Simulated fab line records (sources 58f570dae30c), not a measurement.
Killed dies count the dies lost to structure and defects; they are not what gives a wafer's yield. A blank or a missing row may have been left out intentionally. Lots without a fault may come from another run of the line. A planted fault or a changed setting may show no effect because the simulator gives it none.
Split-lot trial    flow berkeleyCmos170    5 lots, 23 wafers read, on a route of 331 steps

== THE SPLIT ==
At UCB170_START_OXIDATION_02 (target thk 20 nm, ox time 1800 s), the setting oxTimeS was moved away from the recipe's 1800 s on 20 of the 23 wafers read, by -9.9% to +14.6%. The other wafers ran this setting at the recipe's value.

Split to reading: the file shows no intervening step.

== THE READING ==
START_OXIDE_THK at UCB170_START_THK_MEAS_03, in nm. Typical for fault-free wafers on this fab line: 19.9 nm, with standard deviation 0.32 nm.

wafer   tool, chamber at the split  oxTimeS as run, s  against the recipe  START_OXIDE_THK, nm  against lot-mates on the recipe
L074.1  -, -                        1682               -6.6%               19.0                 no lot-mate on the recipe
L074.2  -, -                        1682               -6.6%               18.7                 no lot-mate on the recipe
L074.4  -, -                        1682               -6.6%               19.4                 no lot-mate on the recipe
L074.5  -, -                        1682               -6.6%               19.3                 no lot-mate on the recipe
L074.6  -, -                        1682               -6.6%               18.9                 no lot-mate on the recipe
L075.1  -, -                        1622               -9.9%               18.5                 no lot-mate on the recipe
L075.2  -, -                        1622               -9.9%               18.4                 no lot-mate on the recipe
L075.3  -, -                        1622               -9.9%               18.7                 no lot-mate on the recipe
L075.5  -, -                        1622               -9.9%               18.6                 no lot-mate on the recipe
L075.6  -, -                        1622               -9.9%               18.5                 no lot-mate on the recipe
L076.1  -, -                        2063               +14.6%              21.8                 no lot-mate on the recipe
L076.2  -, -                        2063               +14.6%              21.9                 no lot-mate on the recipe
L076.3  -, -                        2063               +14.6%              21.9                 no lot-mate on the recipe
L076.4  -, -                        2063               +14.6%              22.0                 no lot-mate on the recipe
L076.5  -, -                        2063               +14.6%              21.8                 no lot-mate on the recipe
L078.1  -, -                        1902               +5.7%               21.1                 no lot-mate on the recipe
L078.2  -, -                        1902               +5.7%               20.9                 no lot-mate on the recipe
L078.4  -, -                        1902               +5.7%               21.3                 no lot-mate on the recipe
L078.5  -, -                        1902               +5.7%               21.1                 no lot-mate on the recipe
L078.6  -, -                        1902               +5.7%               21.3                 no lot-mate on the recipe
L080.4  furnace-01, 0               1800               recipe              19.6                 -
L080.5  furnace-01, 0               1800               recipe              19.5                 -
L080.6  furnace-01, 0               1800               recipe              20.0                 -

THE FIT
A straight line over all 23 wafers: START_OXIDE_THK changes by +0.141 nm for each +1% of oxTimeS; r = +0.98; the points scatter about the line by 0.28 nm.
Too few moved wafers have a lot-mate on the recipe to fit a line with each lot's own level taken away.

== THE WHOLE CHAIN: every reading that the file lists as answering this split, in the file's order ==
step                       what it does                      reading                                                                            change (the file's fit)                r (the file's)
UCB170_START_OXIDATION_02  target thk 20 nm, ox time 1800 s  SiO2_of_START_OXIDATION_02.thkNm (the simulator's own value, which no gauge read)  +0.141 nm for each +1% of the setting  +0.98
UCB170_START_THK_MEAS_03                                     START_OXIDE_THK                                                                    +0.141 for each +1% of the setting     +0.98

== FILE'S OWN FIT ==
START_OXIDE_THK changes by +0.141 nm for each +1% of oxTimeS, r = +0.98.
